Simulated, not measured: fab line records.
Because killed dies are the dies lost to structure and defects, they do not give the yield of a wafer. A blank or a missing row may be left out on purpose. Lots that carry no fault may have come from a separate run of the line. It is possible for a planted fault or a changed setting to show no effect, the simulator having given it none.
Chamber matching || flow ritCmos || pecvd-04 running RIT_CONTACT_CVD_00: 3 sister chambers
The step deposits SiO2 from TEOS, target thk 400 nm, time 61 s. 14 wafers are shown with their chamber, then 7 later ones without.

## WAFERS WITH THEIR CHAMBER
{"wafer": "L108.3", "chamber": 2, "heaterPowerW (W)": 375}
{"wafer": "L108.4", "chamber": 2, "heaterPowerW (W)": 401}
{"wafer": "L108.6", "chamber": 1, "heaterPowerW (W)": 339}
{"wafer": "L111.1", "chamber": 1, "heaterPowerW (W)": 317}
{"wafer": "L111.3", "chamber": 2, "heaterPowerW (W)": 409}
{"wafer": "L111.6", "chamber": 2, "heaterPowerW (W)": 300}
{"wafer": "L118.1", "chamber": 2, "heaterPowerW (W)": 310}
{"wafer": "L118.3", "chamber": 0, "heaterPowerW (W)": 308}
{"wafer": "L118.6", "chamber": 0, "heaterPowerW (W)": 325}
{"wafer": "L123.1", "chamber": 0, "heaterPowerW (W)": 273}
{"wafer": "L123.3", "chamber": 2, "heaterPowerW (W)": 387}
{"wafer": "L123.4", "chamber": 2, "heaterPowerW (W)": 381}
{"wafer": "L126.1", "chamber": 0, "heaterPowerW (W)": 361}
{"wafer": "L126.4", "chamber": 0, "heaterPowerW (W)": 362}

SIGNATURES (means of the wafers above)
{"reading": "heaterPowerW", "chamber 0": 325.80, "chamber 1": 328.00, "chamber 2": 366.14, "scatter within a chamber": 39.6}
Rule: a wafer's distance from a chamber is the root of the sum, over the readings, of the square of ((its reading less the chamber's mean) divided by the reading's scatter). If the next closest chamber is less than 2 further off than the closest, the wafer can't be placed; otherwise it belongs to the closest. The scatter: the root of (the sum of the squares of (reading less its chamber's mean) over the shown wafers, divided by (wafers less chambers)).

## WAFERS WITHOUT THEIR CHAMBER
{"wafer": "L126.5", "heaterPowerW (W)": 305}
{"wafer": "L128.1", "heaterPowerW (W)": 354}
{"wafer": "L128.2", "heaterPowerW (W)": 272}
{"wafer": "L128.6", "heaterPowerW (W)": 357}
{"wafer": "L131.1", "heaterPowerW (W)": 282}
{"wafer": "L131.2", "heaterPowerW (W)": 342}
{"wafer": "L131.6", "heaterPowerW (W)": 293}

## CHAMBER TAKEN BY EACH
{"wafer": "L126.5", "from the rows above": "can't be placed: 0 or 1 or 2", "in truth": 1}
{"wafer": "L128.1", "from the rows above": "can't be placed: 2 or 1 or 0", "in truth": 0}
{"wafer": "L128.2", "from the rows above": "can't be placed: 0 or 1 or 2", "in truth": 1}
{"wafer": "L128.6", "from the rows above": "can't be placed: 2 or 1 or 0", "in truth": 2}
{"wafer": "L131.1", "from the rows above": "can't be placed: 0 or 1 or 2", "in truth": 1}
{"wafer": "L131.2", "from the rows above": "can't be placed: 1 or 0 or 2", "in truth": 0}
{"wafer": "L131.6", "from the rows above": "can't be placed: 0 or 1 or 2", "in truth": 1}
Correctly placed: 0 of 7. From these rows, 7 cannot be placed; in 7 the true chamber is one of the candidates. Placed wrongly: 0.
